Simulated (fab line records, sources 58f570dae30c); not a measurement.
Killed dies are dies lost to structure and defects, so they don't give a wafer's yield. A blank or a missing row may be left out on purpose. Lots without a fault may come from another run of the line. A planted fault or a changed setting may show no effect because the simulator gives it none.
Split-lot experiment | flow berkeley_cmos170 | 5 lots, 23 wafers read, on a route of 331 steps

THE SPLIT
At UCB170_PWELL_IMPLANT_15, the setting energy_kev was moved away from the recipe's 60 on 9 of the 23 wafers read, by -2.6% to +1.9%. The other wafers ran this setting at the recipe's value.

The reading is taken at the split's own step.

THE READING
implant.drp_nm (the simulator's own value, which no gauge read), in nm, at UCB170_PWELL_IMPLANT_15. The file gives no usual value for it.

wafer  | tool, chamber at the split | energy_kev as run | against the recipe | implant.drp_nm, nm | against lot-mates on the recipe
L077.1 | implanter-03, 0            | 60.92             | +1.5%              | 65.22              | +0.52
L077.2 | implanter-03, 0            | 60.92             | +1.5%              | 65.22              | +0.52
L077.3 | implanter-03, 0            | 60.92             | +1.5%              | 65.22              | +0.52
L077.4 | implanter-03, 0            | 60                | recipe             | 64.7               | -
L077.6 | implanter-03, 0            | 60                | recipe             | 64.7               | -
L076.1 | implanter-04, 0            | 60                | recipe             | 64.7               | -
L076.3 | implanter-04, 0            | 60                | recipe             | 64.7               | -
L076.4 | implanter-04, 0            | 60                | recipe             | 64.7               | -
L076.5 | implanter-04, 0            | 60                | recipe             | 64.7               | -
L076.6 | implanter-04, 0            | 60                | recipe             | 64.7               | -
L079.2 | implanter-02, 0            | 58.45             | -2.6%              | 63.8               | -0.90
L079.5 | implanter-02, 0            | 58.45             | -2.6%              | 63.8               | -0.90
L079.6 | implanter-02, 0            | 58.45             | -2.6%              | 63.8               | -0.90
L079.3 | implanter-02, 0            | 60                | recipe             | 64.7               | -
L079.4 | implanter-02, 0            | 60                | recipe             | 64.7               | -
L082.2 | implanter-04, 0            | 60                | recipe             | 64.7               | -
L082.3 | implanter-04, 0            | 60                | recipe             | 64.7               | -
L082.6 | implanter-04, 0            | 60                | recipe             | 64.7               | -
L084.1 | implanter-04, 0            | 60                | recipe             | 64.7               | -
L084.6 | implanter-04, 0            | 60                | recipe             | 64.7               | -
L084.3 | implanter-04, 0            | 61.13             | +1.9%              | 65.34              | +0.64
L084.4 | implanter-04, 0            | 61.13             | +1.9%              | 65.34              | +0.64
L084.5 | implanter-04, 0            | 61.13             | +1.9%              | 65.34              | +0.64

THE FIT
A straight line over all 23 wafers: implant.drp_nm changes by +0.344 nm for each +1% of energy_kev; r = +1.00; the points scatter about the line by 0.0046 nm.
The same after taking each lot's own level away (the mean of its wafers on the recipe; 23 wafers): +0.344 nm for each +1%; r = +1.00; scatter 0.0046 nm.
On that fit, the largest move of energy_kev shifts the reading by 0.89 nm.
The lots' own levels span 64.700 to 64.700 nm.
So the lot-to-lot level changes the slope little: the two slopes agree.
Check: with one of the wafers moved furthest among these (-2.6%) left out of the fit, the line predicts -0.891 nm for it against its lot-mates. It came out at -0.9 nm against them.

OTHER SPLITS ON THESE WAFERS
These wafers also went through other splits before the reading. Each is held against what the fit with the lots' levels taken away leaves over:
other split on the same wafers     | wafers away from the commonest value | r with implant.drp_nm (lot level and that fit taken away)
UCB170_ZERO_ETCH_06 over_etch_frac | 8                                    | -0.36
UCB170_NWELL_IMPLANT_14 energy_kev | 10                                   | -0.01
UCB170_PWELL_CVD_05 temp_c         | 15                                   | -0.53

THE FILE'S OWN FIT
implant.drp_nm changes by +0.344 nm for each +1% of energy_kev, r = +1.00.
